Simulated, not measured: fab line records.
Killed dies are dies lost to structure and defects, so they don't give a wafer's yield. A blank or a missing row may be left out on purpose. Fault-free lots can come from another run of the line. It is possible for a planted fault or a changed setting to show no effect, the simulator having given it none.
fab line records	flow ritCmos
[record] lots = 5	wafers = 23
route steps=202 shown ACTIVE@9 FOX2@23 NWELL@36 PRETRO@65 GATE@79 NLDD@105
startH: start of the lot's first displayed wafer, in hours after the record's first day	waitH: hours elapsed since this lot's preceding step	" identical to the entry in the row above	L1.1+2: one row covering several wafers at once	- either no value or no given start	* or withheld: withheld	< > ~ a bound
route shown NAME@n: names a module that has steps shown in the file, with the first one's number in the route	usual: mean/standard deviation taken from wafers without a fault	same: alike in all rows	chamber/n: place in a boat	sites: readings site by site	_std_site: the standard deviation of these	_edge_site: mean of outer sites minus mean of inner sites	radiusMm: for every site, how far away it sits from the centre of the wafer	mask NAME#n: copy n	behind: the most recent tool/chamber to have shaped the wafer	hold: what put the lot on hold/how long, in hours/how the hold closed	device: names the non-switching transistor (n, p or np)	end of line: the tests these same wafers got at the end of their route	where a step has no rows: the recipe by itself	killed: at the first sort, the dies lost to defects and structure; wafer yield is something else	map: dies across one wafer; x = killed, . = not, _ = none there
set.NAME: the setting as run; set.NAME@STEP: as run at that earlier step	model.NAME: the simulator's own value behind a step, which no gauge read
lots with deliberately changed settings; one table per step, one row per wafer
[[steps]]
[step RIT_ACTIVE_EXPOSE_08]
[recipe] maskId = M1	na = 0.6	sourceShape = conventional	sigmaOuter = 0.6	targetCdNm = 1400	doseMj = 225
lot.wafer	tool	chamber	startH	waitH	mask	set.doseMj
L076.1+4	ilineStepper-02	0	24.26	0.2	M1#0	229.7
L076.2+5+6	"	0	"	"	M1#0	225
L077.2+3+4+5+6	ilineStepper-01	0	30.09	0.2	M1#0	225
L079.1+4+6	ilineStepper-02	0	45.85	0.2	M1#0	225
L079.3+5	"	0	"	"	M1#0	220.1
L084.1+4+5	ilineStepper-02	0	66.00	0.1	M1#0	225
L085.1+6	ilineStepper-01	0	69.26	0.2	M1#0	215.2
L085.2+3+5	"	0	"	"	M1#0	225
[step RIT_ACTIVE_PEB_09]
[recipe] resist = NOVOLAK	tempC = withheld	timeS = withheld
[step RIT_ACTIVE_DEVELOP_10]
[recipe] resist = NOVOLAK	developTimeS = 48.2	devTempC = 23
lot.wafer	tool	chamber	startH	waitH	set.doseMj@ACTIVE_EXPOSE_08	model.ACTIVE.cdNm
L076.1+4	lithoTrack-04	0	-	-	229.7	1396
L076.2	"	0	"	"	225	1402
L076.5	"	0	"	"	225	1404
L076.6	"	0	"	"	225	1405
L077.2	lithoTrack-04	0	-	-	225	1397
L077.3+5	"	0	"	"	225	1399
L077.4	"	0	"	"	225	1398
L077.6	"	0	"	"	225	1395
L079.1+4	lithoTrack-01	0	-	-	225	1400
L079.3+5	"	0	"	"	220.1	1407
L079.6	"	0	"	"	225	1399
L084.1	lithoTrack-01	0	-	-	225	1401
L084.4	"	0	"	"	225	1400
L084.5	"	0	"	"	225	1399
L085.1	lithoTrack-01	0	-	-	215.2	1415
L085.2	"	0	"	"	225	1405
L085.3+5	"	0	"	"	225	1402
L085.6	"	0	"	"	215.2	1414
[step RIT_ACTIVE_CD_MEAS_11]
[recipe] targetCdNm = 1400
[usual] cdNm = 1401.3/2.2
lot.wafer	tool	chamber	startH	waitH	set.doseMj@ACTIVE_EXPOSE_08	cdNm
L076.1	cdSem-01	-	24.66	-	229.7	1396.3
L076.2	"	-	"	"	225	1402.4
L076.4	"	-	"	"	229.7	1396.2
L076.5	"	-	"	"	225	1404.1
L076.6	"	-	"	"	225	1405.0
L077.2	cdSem-02	-	30.49	-	225	1397.1
L077.3	"	-	"	"	225	1399.2
L077.4	"	-	"	"	225	1397.8
L077.5	"	-	"	"	225	1398.9
L077.6	"	-	"	"	225	1395.3
L079.1	cdSem-02	-	46.29	-	225	1400.4
L079.3	"	-	"	"	220.1	1406.6
L079.4	"	-	"	"	225	1400.4
L079.5	"	-	"	"	220.1	1407.2
L079.6	"	-	"	"	225	1398.7
L084.1	cdSem-02	-	66.40	-	225	1401.3
L084.4	"	-	"	"	225	1400.1
L084.5	"	-	"	"	225	1399.1
L085.1	cdSem-02	-	69.66	-	215.2	1415.3
L085.2	"	-	"	"	225	1405.1
L085.3	"	-	"	"	225	1401.2
L085.5	"	-	"	"	225	1402.2
L085.6	"	-	"	"	215.2	1414.3
[step RIT_ACTIVE_HARDBAKE_12]
[recipe] resist = NOVOLAK	tempC = 140	timeS = 60
lot.wafer	tool	chamber	startH	waitH	set.tempC	model.NOVOLAK_of_ACTIVE_COAT_06.thkNm
L076.1	lithoTrack-02	0	24.78	0.1	136.3	891.1
L076.2	"	0	"	"	140	881
L076.4	"	0	"	"	136.3	888.4
L076.5	"	0	"	"	140	883.9
L076.6	"	0	"	"	136.3	890.1
L077.2	lithoTrack-02	0	30.61	0.1	140	885.1
L077.3	"	0	"	"	140	884.9
L077.4	"	0	"	"	140	881.9
L077.5	"	0	"	"	140	883.9
L077.6	"	0	"	"	140	880.9
L079.1	lithoTrack-02	0	46.41	0.1	140	886.5
L079.3	"	0	"	"	140	887.9
L079.4+5	"	0	"	"	136.2	894.2
L079.6	"	0	"	"	136.2	893.5
L084.1	lithoTrack-02	0	66.52	0.1	140	884.3
L084.4	"	0	"	"	140	882.6
L084.5	"	0	"	"	140	881.8
L085.1	lithoTrack-02	0	69.78	0.1	140	881.4
L085.2	"	0	"	"	142.3	879
L085.3	"	0	"	"	140	880.1
L085.5	"	0	"	"	142.3	879.2
L085.6	"	0	"	"	142.3	879.5
[step RIT_ACTIVE_ETCH_13]
[recipe] stopOn = SiO2	chemistry = SF6	target = Si3N4	timeS = 210	overEtchFrac = 0.4	SF6_flow_sccm = 200	pressureMtorr = 260	rfW = 125	targetDepthA = 2100
lot.wafer	tool	chamber	startH	waitH	set.doseMj@ACTIVE_EXPOSE_08	model.ACTIVE.cdNm
L076.1	rieDiel-03	3	24.93	0.1	229.7	1397
L076.2	"	2	"	"	225	1402
L076.4	"	0	"	"	229.7	1396
L076.5	"	1	"	"	225	1404
L076.6	"	2	"	"	225	1405
L077.2	rieDiel-01	0	30.74	0.1	225	1397
L077.3+5	"	3	"	"	225	1399
L077.4	"	2	"	"	225	1398
L077.6	"	2	"	"	225	1396
L079.1+4	rieDiel-03	2,3	46.56	0.1	225	1400
L079.3+5	"	1,2	"	"	220.1	1407
L079.6	"	3	"	"	225	1399
L084.1	rieDiel-02	0	66.67	0.1	225	1401
L084.4	"	3	"	"	225	1400
L084.5	"	0	"	"	225	1399
L085.1	rieDiel-03	2	69.93	0.1	215.2	1415
L085.2	"	0	"	"	225	1405
L085.3	"	3	"	"	225	1401
L085.5	"	1	"	"	225	1402
L085.6	"	0	"	"	215.2	1414
[step RIT_ACTIVE_STRIP_14]
[recipe] chemistry = O2	timeS = 180	resist = NOVOLAK	platenTempC = withheld	powerW = 500	pressureMtorr = 4000	o2FlowSccm = 4000
[step RIT_ACTIVE_CD_MEAS_90]
[recipe] targetCdNm = 1400
[usual] cdNm = 1401.4/2.1
lot.wafer	tool	chamber	startH	waitH	set.doseMj@ACTIVE_EXPOSE_08	cdNm
L076.1	cdSem-02	-	25.24	0.1	229.7	1396.4
L076.2	"	-	"	"	225	1402.1
L076.4	"	-	"	"	229.7	1395.9
L076.5	"	-	"	"	225	1404.2
L076.6	"	-	"	"	225	1404.7
L077.2	cdSem-01	-	31.07	0.1	225	1397.1
L077.3	"	-	"	"	225	1399.2
L077.4	"	-	"	"	225	1398.2
L077.5	"	-	"	"	225	1398.9
L077.6	"	-	"	"	225	1395.8
L079.1	cdSem-01	-	46.87	0.1	225	1400.5
L079.3	"	-	"	"	220.1	1407.0
L079.4	"	-	"	"	225	1400.1
L079.5	"	-	"	"	220.1	1407.4
L079.6	"	-	"	"	225	1399.4
L084.1	cdSem-02	-	66.98	0.1	225	1401.5
L084.4	"	-	"	"	225	1400.3
L084.5	"	-	"	"	225	1399.2
L085.1	cdSem-02	-	70.23	0.1	215.2	1415.1
L085.2	"	-	"	"	225	1404.9
L085.3	"	-	"	"	225	1401.6
L085.5	"	-	"	"	225	1401.9
L085.6	"	-	"	"	215.2	1414.2
[step RIT_FOX2_OXIDATION_00]
[recipe] tempC = 1100	ambient = H2O	targetThkA = 3507	pH2oTorr = 720	oxTimeS = 1130
lot.wafer	tool	chamber	startH	waitH	set.tempC	model.SiO2_of_FOX2_OXIDATION_00.thkNm
L076.1	-	-	-	0.0	1089	325.2
L076.2	"	-	"	"	1089	320.6
L076.4	"	-	"	"	1089	330.9
L076.5	"	-	"	"	1089	327.7
L076.6	"	-	"	"	1089	324.2
L077.2	-	-	-	0.0	1077	314.4
L077.3	"	-	"	"	1077	318.5
L077.4	"	-	"	"	1077	321.8
L077.5	"	-	"	"	1077	318.3
L077.6	"	-	"	"	1077	319.3
L079.1	-	-	-	0.9	1120	375.4
L079.3	"	-	"	"	1120	374.5
L079.4	"	-	"	"	1120	376.5
L079.5	"	-	"	"	1120	377.1
L079.6	"	-	"	"	1120	378
L084.1	furnace-04	0	68.97	0.0	1100	346.8
L084.4	"	0	"	"	1100	350.5
L084.5	"	0	"	"	1100	355.9
L085.1	-	-	-	1.2	1125	396.6
L085.2	"	-	"	"	1125	398.1
L085.3	"	-	"	"	1125	393.6
L085.5	"	-	"	"	1125	394.2
L085.6	"	-	"	"	1125	400.9
[step RIT_FOX2_THK_MEAS_01]
[recipe] reads = SiO2_of_FOX2_OXIDATION_00
[usual] FOX2_OXIDE_THK = 351/5.7
lot.wafer	tool	chamber	startH	waitH	set.tempC@FOX2_OXIDATION_00	FOX2_OXIDE_THK[nm]
L076.1	filmMetro-04	-	-	-	1089	325
L076.2	"	-	"	"	1089	320
L076.4	"	-	"	"	1089	331
L076.5	"	-	"	"	1089	328
L076.6	"	-	"	"	1089	324
L077.2	filmMetro-02	-	-	-	1077	314
L077.3	"	-	"	"	1077	319
L077.4	"	-	"	"	1077	322
L077.5	"	-	"	"	1077	319
L077.6	"	-	"	"	1077	319
L079.1	filmMetro-04	-	-	-	1120	375
L079.3	"	-	"	"	1120	374
L079.4	"	-	"	"	1120	377
L079.5	"	-	"	"	1120	377
L079.6	"	-	"	"	1120	378
L084.1	filmMetro-04	-	70.29	0.0	1100	347
L084.4	"	-	"	"	1100	350
L084.5	"	-	"	"	1100	356
L085.1	filmMetro-03	-	-	-	1125	397
L085.2	"	-	"	"	1125	398
L085.3	"	-	"	"	1125	394
L085.5	"	-	"	"	1125	394
L085.6	"	-	"	"	1125	401
[step RIT_FOX2_CLEAN_02]
[recipe] chemistry = dHF	dilution = 50:1	timeS = 180
[step RIT_FOX2_WET_ETCH_03]
[recipe] chemistry = H3PO4	target = Si3N4	targetDepthNm = 195	tempC = 165	timeS = 2700
[step RIT_FOX2_THK_MEAS_90]
[recipe] reads = SiO2_of_FOX2_OXIDATION_00
[usual] FIELD_OXIDE_LEFT_1_THK = 324/5.8
lot.wafer	tool	chamber	startH	waitH	set.tempC@FOX2_OXIDATION_00	FIELD_OXIDE_LEFT_1_THK[nm]
L076.1	filmMetro-02	-	30.93	0.0	1089	298
L076.2	"	-	"	"	1089	293
L076.4	"	-	"	"	1089	304
L076.5	"	-	"	"	1089	300
L076.6	"	-	"	"	1089	297
L077.2	filmMetro-04	-	35.93	0.0	1077	287
L077.3	"	-	"	"	1077	291
L077.4	"	-	"	"	1077	294
L077.5	"	-	"	"	1077	291
L077.6	"	-	"	"	1077	292
L079.1	filmMetro-03	-	52.75	0.0	1120	348
L079.3	"	-	"	"	1120	347
L079.4	"	-	"	"	1120	349
L079.5	"	-	"	"	1120	349
L079.6	"	-	"	"	1120	350
L084.1	filmMetro-02	-	71.16	0.0	1100	319
L084.4	"	-	"	"	1100	323
L084.5	"	-	"	"	1100	328
L085.1	filmMetro-04	-	79.16	0.0	1125	370
L085.2	"	-	"	"	1125	371
L085.3	"	-	"	"	1125	367
L085.5	"	-	"	"	1125	368
L085.6	"	-	"	"	1125	374
[step RIT_NWELL_IMPLANT_08]
[recipe] species = P	energyKev = 170	doseCm2 = 5e+13	tiltDeg = 7
lot.wafer	tool	chamber	startH	waitH	set.energyKev	model.implant.rpNm	model.implant.drpNm
L076.1+2	implanter-02	0	32.15	0.2	161.9	205.7	66.4
L076.4+5+6	"	0	"	"	170	216.3	68.82
L077.2+4	implanter-04	0	37.29	0.2	170	209.3	68.82
L077.3+5+6	"	0	"	"	166.9	205.3	67.9
L079.1+3+5	implanter-02	0	54.22	0.2	166.2	213.1	67.69
L079.4+6	"	0	"	"	170	218.1	68.82
L084.1+4+5	implanter-02	0	72.39	0.2	170	213.7	68.82
L085.1+3+6	implanter-03	0	80.51	0.2	176.8	229.5	70.88
L085.2+5	"	0	"	"	170	220.4	68.82
[step RIT_PRETRO_COAT_01]
[recipe] resist = NOVOLAK	spinRpm = 2000	resistThkNm = 1300
lot.wafer	tool	chamber	startH	waitH	set.resistThkNm	model.NOVOLAK_of_PRETRO_COAT_01.thkNm
L076.1	lithoTrack-01	0	42.03	0.1	1300	1302
L076.2	"	0	"	"	1377	1379
L076.4	"	0	"	"	1300	1301
L076.5	"	0	"	"	1377	1383
L076.6	"	0	"	"	1377	1380
L077.2+3+6	lithoTrack-01	0	46.75	0.1	1300	1304
L077.4+5	"	0	"	"	1300	1299
L079.1+4	lithoTrack-02	0	63.31	0.1	1233	1229
L079.3	"	0	"	"	1233	1233
L079.5	"	0	"	"	1300	1297
L079.6	"	0	"	"	1300	1296
L084.1+4	lithoTrack-01	0	82.39	0.1	1300	1299
L084.5	"	0	"	"	1300	1302
L085.1	lithoTrack-02	0	90.28	0.1	1277	1274
L085.2	"	0	"	"	1300	1298
L085.3	"	0	"	"	1277	1281
L085.5	"	0	"	"	1300	1301
L085.6	"	0	"	"	1300	1300
[step RIT_PRETRO_HARDBAKE_07]
[recipe] resist = NOVOLAK	tempC = 140	timeS = 120
lot.wafer	tool	chamber	startH	waitH	set.tempC	set.resistThkNm@PRETRO_COAT_01	model.NOVOLAK_of_PRETRO_COAT_01.thkNm
L076.1	lithoTrack-02	0	42.80	0.0	140	1300	1138
L076.2	"	0	"	"	140	1377	1205
L076.4	"	0	"	"	136.4	1300	1145
L076.5	"	0	"	"	140	1377	1208
L076.6	"	0	"	"	136.4	1377	1213
L077.2+3	lithoTrack-02	0	47.65	0.1	140	1300	1140
L077.4	"	0	"	"	140	1300	1136
L077.5	"	0	"	"	141.2	1300	1134
L077.6	"	0	"	"	141.2	1300	1138
L079.1+4	lithoTrack-04	0	64.12	0.0	140	1233	1076
L079.3	"	0	"	"	140	1233	1079
L079.5	"	0	"	"	140	1300	1135
L079.6	"	0	"	"	140	1300	1134
L084.1+4	lithoTrack-01	0	83.29	0.0	140	1300	1136
L084.5	"	0	"	"	140	1300	1139
L085.1	lithoTrack-02	0	91.05	0.0	140	1277	1115
L085.2	"	0	"	"	140	1300	1135
L085.3	"	0	"	"	140	1277	1120
L085.5	"	0	"	"	140	1300	1138
L085.6	"	0	"	"	140	1300	1137
[step RIT_GATE_CLEAN_04]
[recipe] chemistry = dHF	dilution = 50:1	timeS = 60	dry = n2Spin
lot.wafer	tool	chamber	startH	waitH	set.timeS
L076.1+2+4+5+6	-	-	-	0.0	60
L077.2+3+4+5+6	-	-	-	0.0	54.54
L079.1+3+4+5+6	-	-	-	0.0	60
L084.1+4+5	wetBench-03	1	84.31	0.0	60
L085.1+2+3+5+6	-	-	-	0.0	62.82
[step RIT_FOX2_THK_MEAS_91]
[recipe] reads = SiO2_of_FOX2_OXIDATION_00
[usual] FIELD_OXIDE_LEFT_2_THK = 256/5.8
lot.wafer	tool	chamber	startH	waitH	set.tempC@FOX2_OXIDATION_00	FIELD_OXIDE_LEFT_2_THK[nm]
L076.1	filmMetro-04	-	-	-	1089	230
L076.2	"	-	"	"	1089	225
L076.4	"	-	"	"	1089	235
L076.5	"	-	"	"	1089	232
L076.6	"	-	"	"	1089	229
L077.2	filmMetro-02	-	-	-	1077	219
L077.3	"	-	"	"	1077	224
L077.4	"	-	"	"	1077	227
L077.5	"	-	"	"	1077	224
L077.6	"	-	"	"	1077	225
L079.1	filmMetro-02	-	-	-	1120	280
L079.3	"	-	"	"	1120	279
L079.4	"	-	"	"	1120	282
L079.5	"	-	"	"	1120	281
L079.6	"	-	"	"	1120	283
L084.1	filmMetro-03	-	84.34	0.0	1100	250
L084.4	"	-	"	"	1100	254
L084.5	"	-	"	"	1100	259
L085.1	filmMetro-04	-	-	-	1125	301
L085.2	"	-	"	"	1125	303
L085.3	"	-	"	"	1125	299
L085.5	"	-	"	"	1125	299
L085.6	"	-	"	"	1125	306
[step RIT_GATE_CVD_08]
[recipe] material = poly-Si	targetThkNm = 250	tempC = 610	precursor = SiH4	timeS = 2220	pressureMtorr = 300	sih4FlowSccm = 100
lot.wafer	tool	chamber	startH	waitH	set.sih4FlowSccm	model.poly-Si_of_GATE_CVD_08.thkNm
L076.1	-	-	-	0.1	100	249.2
L076.2	"	-	"	"	100	248.2
L076.4	"	-	"	"	100	249.8
L076.5	"	-	"	"	100	248.9
L076.6	"	-	"	"	100	249.1
L077.2	-	-	-	0.0	100	248.1
L077.3	"	-	"	"	100	248.6
L077.4	"	-	"	"	100	250.6
L077.5	"	-	"	"	100	248.7
L077.6	"	-	"	"	100	248.8
L079.1	-	-	-	1.1	87.49	222.7
L079.3+6	"	-	"	"	87.49	223.9
L079.4	"	-	"	"	87.49	225.1
L079.5	"	-	"	"	87.49	223.2
L084.1	lpcvd-01	1	88.61	0.2	100	250.6
L084.4	"	1	"	"	100	251.4
L084.5	"	1	"	"	100	249.8
L085.1	-	-	-	0.1	104.4	257.1
L085.2	"	-	"	"	104.4	259.1
L085.3	"	-	"	"	104.4	259
L085.5	"	-	"	"	104.4	259.7
L085.6	"	-	"	"	104.4	260.3
[step RIT_GATE_THK_MEAS_09]
[recipe] reads = poly-Si_of_GATE_CVD_08
[usual] GATE_POLY_THK = 249.8/2.2
lot.wafer	tool	chamber	startH	waitH	set.sih4FlowSccm@GATE_CVD_08	GATE_POLY_THK[nm]
L076.1	filmMetro-02	-	-	-	100	249.2
L076.2	"	-	"	"	100	248.4
L076.4	"	-	"	"	100	249.6
L076.5	"	-	"	"	100	248.9
L076.6	"	-	"	"	100	249.1
L077.2	filmMetro-04	-	-	-	100	248.2
L077.3	"	-	"	"	100	248.4
L077.4	"	-	"	"	100	250.6
L077.5	"	-	"	"	100	248.7
L077.6	"	-	"	"	100	248.7
L079.1	filmMetro-02	-	-	-	87.49	222.8
L079.3	"	-	"	"	87.49	223.9
L079.4	"	-	"	"	87.49	225.1
L079.5	"	-	"	"	87.49	223.2
L079.6	"	-	"	"	87.49	224.1
L084.1	filmMetro-02	-	90.22	0.0	100	250.5
L084.4	"	-	"	"	100	251.3
L084.5	"	-	"	"	100	249.8
L085.1	filmMetro-03	-	-	-	104.4	257.0
L085.2	"	-	"	"	104.4	259.0
L085.3	"	-	"	"	104.4	258.8
L085.5	"	-	"	"	104.4	259.6
L085.6	"	-	"	"	104.4	260.3
[step RIT_GATE_ETCH_19]
[recipe] chemistry = SF6/CHF3/O2	timeS = 165	SF6_flow_sccm = 30	CHF3_flow_sccm = 30	O2_flow_sccm = 5	target = poly-Si	pressureMtorr = 40	rfW = 160	targetDepthA = 3125	overEtchFrac = 0.25	stopOn = SiO2
lot.wafer	tool	chamber	startH	waitH	set.timeS	set.sih4FlowSccm@GATE_CVD_08	model.GATE.featureDepthNm	model.etch.depthNm
L076.1	rieSi-02	3	51.83	0.1	175.8	100	249.2	249.2
L076.2	"	2	"	"	165	100	248.2	248.2
L076.4	"	1	"	"	175.8	100	249.8	249.8
L076.5	"	1	"	"	175.8	100	248.9	248.9
L076.6	"	0	"	"	165	100	249.1	249.1
L077.2	rieSi-01	0	56.25	0.1	165	100	248.1	248.1
L077.3	"	3	"	"	165	100	248.6	248.6
L077.4	"	2	"	"	165	100	250.6	250.6
L077.5	"	3	"	"	165	100	248.7	248.7
L077.6	"	2	"	"	165	100	248.8	248.8
L079.1	rieSi-02	2	71.49	0.1	179.1	87.49	222.7	222.7
L079.3+6	"	0,2	"	"	165	87.49	223.9	223.9
L079.4	"	3	"	"	179.1	87.49	225.1	225.1
L079.5	"	3	"	"	179.1	87.49	223.2	223.2
L084.1	rieSi-02	0	91.81	0.1	165	100	250.6	250.6
L084.4	"	2	"	"	165	100	251.4	251.4
L084.5	"	0	"	"	165	100	249.8	249.8
L085.1	rieSi-01	1	98.66	0.1	165	104.4	257.1	257.1
L085.2	"	0	"	"	188.9	104.4	259.1	259.1
L085.3	"	3	"	"	188.9	104.4	259	259
L085.5	"	3	"	"	188.9	104.4	259.7	259.7
L085.6	"	2	"	"	165	104.4	260.3	260.3
[step RIT_NLDD_SOFTBAKE_02]
[recipe] resist = NOVOLAK	tempC = 90	timeS = 60
lot.wafer	tool	chamber	startH	waitH	set.tempC
L076.1+2+6	lithoTrack-04	0	56.36	0.1	86.81
L076.4+5	"	0	"	"	90
L077.2+3+4+5+6	lithoTrack-03	0	60.06	0.1	90
L079.1+6	lithoTrack-04	0	77.26	0.1	90
L079.3+4+5	"	0	"	"	86.62
L084.1+4+5	lithoTrack-04	0	95.83	0.1	90
L085.1+3+5	lithoTrack-04	0	102.52	0.1	92.26
L085.2+6	"	0	"	"	90
[step RIT_NLDD_EXPOSE_03]
[recipe] maskId = M7	na = 0.57	targetCdNm = 40700	doseMj = 250
[step RIT_NLDD_PEB_04]
[recipe] resist = NOVOLAK	tempC = withheld	timeS = withheld
[step RIT_NLDD_DEVELOP_05]
[recipe] resist = NOVOLAK	developTimeS = 50	devTempC = 23
lot.wafer	tool	chamber	startH	waitH	set.tempC@NLDD_SOFTBAKE_02	model.NOVOLAK_of_NLDD_COAT_01.thkNm
L076.1+2	lithoTrack-02	0	-	-	86.81	1011
L076.4	"	0	"	"	90	1003
L076.5	"	0	"	"	90	1001
L076.6	"	0	"	"	86.81	1013
L077.2+3	lithoTrack-03	0	-	-	90	1002
L077.4	"	0	"	"	90	1005
L077.5	"	0	"	"	90	1000
L077.6	"	0	"	"	90	997.5
L079.1	lithoTrack-03	0	-	-	90	995.7
L079.3	"	0	"	"	86.62	1007
L079.4	"	0	"	"	86.62	1005
L079.5	"	0	"	"	86.62	1006
L079.6	"	0	"	"	90	996.9
L084.1+4	lithoTrack-02	0	-	-	90	1003
L084.5	"	0	"	"	90	998.9
L085.1	lithoTrack-04	0	-	-	92.26	994
L085.2	"	0	"	"	90	1004
L085.3	"	0	"	"	92.26	994.9
L085.5	"	0	"	"	92.26	995.6
L085.6	"	0	"	"	90	1003
[[key]]
[split] step = RIT_ACTIVE_EXPOSE_08	setting = doseMj	stated = 225	by = wafer
[response] step = RIT_ACTIVE_DEVELOP_10	reading = model.ACTIVE.cdNm	change = -2.95	per = 1%	r = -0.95
[response] step = RIT_ACTIVE_CD_MEAS_11	reading = cdNm	change = -2.97	per = 1%	r = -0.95
[response] step = RIT_ACTIVE_ETCH_13	reading = model.ACTIVE.cdNm	change = -2.93	per = 1%	r = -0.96
[response] step = RIT_ACTIVE_CD_MEAS_90	reading = cdNm	change = -2.95	per = 1%	r = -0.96
[split] step = RIT_ACTIVE_HARDBAKE_12	setting = tempC	stated = 140	by = wafer
[response] step = RIT_ACTIVE_HARDBAKE_12	reading = model.NOVOLAK_of_ACTIVE_COAT_06.thkNm	change = -2.38	per = 1%	r = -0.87
[split] step = RIT_FOX2_OXIDATION_00	setting = tempC	stated = 1100	by = lot
[response] step = RIT_FOX2_OXIDATION_00	reading = model.SiO2_of_FOX2_OXIDATION_00.thkNm	change = +17.6	per = 1%	r = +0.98
[response] step = RIT_FOX2_THK_MEAS_01	reading = FOX2_OXIDE_THK	change = +17.7	per = 1%	r = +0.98
[response] step = RIT_FOX2_THK_MEAS_90	reading = FIELD_OXIDE_LEFT_1_THK	change = +17.7	per = 1%	r = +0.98
[response] step = RIT_FOX2_THK_MEAS_91	reading = FIELD_OXIDE_LEFT_2_THK	change = +17.6	per = 1%	r = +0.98
[split] step = RIT_NWELL_IMPLANT_08	setting = energyKev	stated = 170	by = wafer
[response] step = RIT_NWELL_IMPLANT_08	reading = model.implant.rpNm	change = +2.23	per = 1%	r = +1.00
[response] step = RIT_NWELL_IMPLANT_08	reading = model.implant.drpNm	change = +0.511	per = 1%	r = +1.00
[split] step = RIT_PRETRO_COAT_01	setting = resistThkNm	stated = 1300	by = wafer
[response] step = RIT_PRETRO_COAT_01	reading = model.NOVOLAK_of_PRETRO_COAT_01.thkNm	change = +13.1	per = 1%	r = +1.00
[response] step = RIT_PRETRO_HARDBAKE_07	reading = model.NOVOLAK_of_PRETRO_COAT_01.thkNm	change = +11.2	per = 1%	r = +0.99
[split] step = RIT_PRETRO_HARDBAKE_07	setting = tempC	stated = 140	by = wafer
response none clear
[split] step = RIT_GATE_CLEAN_04	setting = timeS	stated = 60	by = lot
response none clear
[split] step = RIT_GATE_CVD_08	setting = sih4FlowSccm	stated = 100	by = lot
[response] step = RIT_GATE_CVD_08	reading = model.poly-Si_of_GATE_CVD_08.thkNm	change = +2.07	per = 1%	r = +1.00
[response] step = RIT_GATE_THK_MEAS_09	reading = GATE_POLY_THK	change = +2.07	per = 1%	r = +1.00
[response] step = RIT_GATE_ETCH_19	reading = model.GATE.featureDepthNm	change = +2.07	per = 1%	r = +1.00
[response] step = RIT_GATE_ETCH_19	reading = model.etch.depthNm	change = +2.07	per = 1%	r = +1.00
[split] step = RIT_GATE_ETCH_19	setting = timeS	stated = 165	by = wafer
response none clear
[split] step = RIT_NLDD_SOFTBAKE_02	setting = tempC	stated = 90	by = wafer
[response] step = RIT_NLDD_DEVELOP_05	reading = model.NOVOLAK_of_NLDD_COAT_01.thkNm	change = -2.79	per = 1%	r = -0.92
